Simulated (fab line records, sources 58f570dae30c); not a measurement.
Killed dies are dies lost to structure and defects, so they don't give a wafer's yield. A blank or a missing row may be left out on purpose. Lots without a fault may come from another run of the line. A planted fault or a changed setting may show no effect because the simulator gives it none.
A struck lot beside a sound one | flow berkeley_cmos170 | 29 steps out of a route of 331
Sound: wafers L225.1, L225.2, L225.5. Struck: wafers L239.1, L239.3, L239.5. The cause comes at the end.
At each step with rows: each side's tool, then ch and its chambers, then its first start. Under that, the readings that differ: sound wafers | struck wafers | difference of the means | sigmas: that difference in standard deviations of wafers without a fault.
alike: readings whose means differ by less than 2 such deviations, and words and numbers that are the same on both sides. not compared: withheld readings, readings that some wafer has no value for, bounds like >300 that may hide the same value, and numbers for which the record gives no deviation and whose values overlap.
The two part at a step that has a row with sigmas, a row that says differs or no value, or rows on one side only. Numbers that don't overlap but have no deviation are shown without sigmas and don't part them. A reading that every wafer of one side lacks parts them only if that side has two wafers or more.

first, 6 steps without rows for these wafers: UCB170_M2_COAT_09; UCB170_M2_COAT_10 (resist thk 900 nm); UCB170_M2_SOFTBAKE_11 (time 60 s); UCB170_M2_EXPOSE_12 (exposes mask METAL2, target cd 700 nm); UCB170_M2_PEB_13; UCB170_M2_DEVELOP_14 (develop time 45 s).
UCB170_M2_CD_MEAS_15: target cd 700 nm.
  sound on cd_sem-02, day 9 07:55; struck on cd_sem-01, day 12 12:35
  alike: cd_nm
UCB170_M2_OVL_MEAS_16:
  sound on overlay-01, day 9 08:02; struck on overlay-02, day 12 12:42
  alike: M2_OVL
UCB170_M2_ETCH_17: etches BARC in N2/H2.
  sound on rie_diel-04 ch 0,3, day 9 08:05; struck on rie_diel-04 ch 0,3, day 12 12:44
  alike: chamber_pressure_mTorr, drypump_motor_current_A, oes_product_au, throttle_valve_pct
UCB170_M2_METAL_ETCH_18: etches Al in Cl2/BCl3, stops on SiO2, target depth 1170 nm, time 195 s.
  sound on rie_metal-02 ch 0, day 9 08:07; struck on rie_metal-02 ch 0,1, day 12 12:47
  alike: chamber_pressure_mTorr, drypump_motor_current_A, oes_product_au, throttle_valve_pct
  not compared: rf_hours_counter_h
UCB170_M2_STRIP_19: strips in O2.
  sound on plasma_asher-03 ch 0,1, day 9 08:30; struck on plasma_asher-04 ch 0,1, day 12 12:59
  alike: chamber_pressure_mTorr, drypump_motor_current_A, o2_flow_sccm, oes_product_au
  not compared: rf_hours_counter_h
UCB170_M2_CD_MEAS_90: target cd 700 nm.
  sound on cd_sem-02, day 9 08:36; struck on cd_sem-01, day 12 13:05
  alike: cd_nm
UCB170_V2_CVD_00: deposits SiO2 from TEOS/O2, target thk 2000 nm, time 250 s.
  sound on pecvd-01 ch 0,1,2, day 9 08:43; struck on pecvd-03 ch 1,2, day 12 13:12
  alike: heater_power_w
UCB170_V2_THK_MEAS_01:
  sound on film_metro-03, day 9 08:52; struck on film_metro-01, day 12 13:22
  reading          | sound          | struck         | difference | sigmas
  V2_TEOS_THK (nm) | 1987 1996 2020 | 1667 1643 1700 | -331       | -13
UCB170_V2_CMP_02: polishes SiO2.
  sound on cmp-01 ch 1,3, day 9 08:59; struck on cmp-02 ch 0,2, day 12 13:25
  alike: motor_current_A
UCB170_V2_BOW_MEAS_03:
  sound on film_metro-02, day 9 09:14; struck on film_metro-03, day 12 13:43
  alike: V2_BOW
UCB170_V2_THK_MEAS_04:
  sound on film_metro-02, day 9 09:21; struck on film_metro-03, day 12 13:50
  reading              | sound               | struck            | difference | sigmas
  V2_POLISHED_THK (nm) | 999.6 1000.6 1001.1 | 690.4 690.9 691.7 | -309.4     | -99 or more
then, 7 steps without rows for these wafers: UCB170_V2_CLEAN_05 (cleans in DIW); UCB170_V2_HMDS_06 (prime time 60 s); UCB170_V2_COAT_07 (resist thk 900 nm); UCB170_V2_SOFTBAKE_08 (time 60 s); UCB170_V2_EXPOSE_09 (exposes mask VIA2, target cd 700 nm); UCB170_V2_PEB_10; UCB170_V2_DEVELOP_11 (develop time 45 s).
UCB170_V2_CD_MEAS_12: target cd 700 nm.
  sound on cd_sem-01, day 9 10:46; struck on cd_sem-02, day 12 15:17
  reading    | sound             | struck            | difference | sigmas
  cd_nm (nm) | 703.1 702.6 702.4 | 698.6 698.5 699.7 | -3.8       | -3
UCB170_V2_OVL_MEAS_13:
  sound on overlay-02, day 9 10:53; struck on overlay-01, day 12 15:25
  alike: V2_OVL
UCB170_V2_ETCH_14: etches SiO2 in CHF3/CF4/Ar, stops on Al, target depth 1250 nm, time 291 s.
  sound on rie_diel-03 ch 0,1,2, day 9 10:55; struck on rie_diel-02 ch 1,3, day 12 15:27
  reading                        | sound                | struck               | difference | sigmas
  chamber_pressure_mTorr (mTorr) | 199.45 200.00 199.63 | 200.06 200.10 200.09 | +0.39      | +2
  oes_product_au (a.u.)          | 0.899 0.884 0.869    | 0.730 0.727 0.724    | -0.157     | -12
  alike: cf4_flow_sccm, drypump_motor_current_A, throttle_valve_pct
  not compared: rf_hours_counter_h
UCB170_V2_STRIP_15: strips in O2.
  sound on plasma_asher-01 ch 0,1, day 9 11:06; struck on plasma_asher-02 ch 0,1, day 12 15:37
  reading                     | sound             | struck            | difference | sigmas
  drypump_motor_current_A (A) | 5.6 5.0 5.0       | 6.7 6.0 6.0       | +1.0       | +2
  o2_flow_sccm (sccm)         | 383.8 383.2 383.2 | 384.1 387.0 386.1 | +2.3       | +2
  alike: chamber_pressure_mTorr, oes_product_au, strip_time_to_endpoint_s
  not compared: rf_hours_counter_h
UCB170_M3_PROBE_99:
  sound on prober-02, day 9 14:10; struck on prober-02, day 12 18:35
  reading                               | sound             | struck            | difference | sigmas
  model.etest.tester.sort_n_pass        | 262 261 263       | 234 238 238       | -25        |
  model.etest.tester.sort_yield_pct (%) | 99.24 98.86 99.62 | 88.64 90.15 90.15 | -9.59      |

WHERE THEY PART
First at UCB170_V2_THK_MEAS_01; last, within this record, at UCB170_V2_STRIP_15.

WHY: what the simulator had put in
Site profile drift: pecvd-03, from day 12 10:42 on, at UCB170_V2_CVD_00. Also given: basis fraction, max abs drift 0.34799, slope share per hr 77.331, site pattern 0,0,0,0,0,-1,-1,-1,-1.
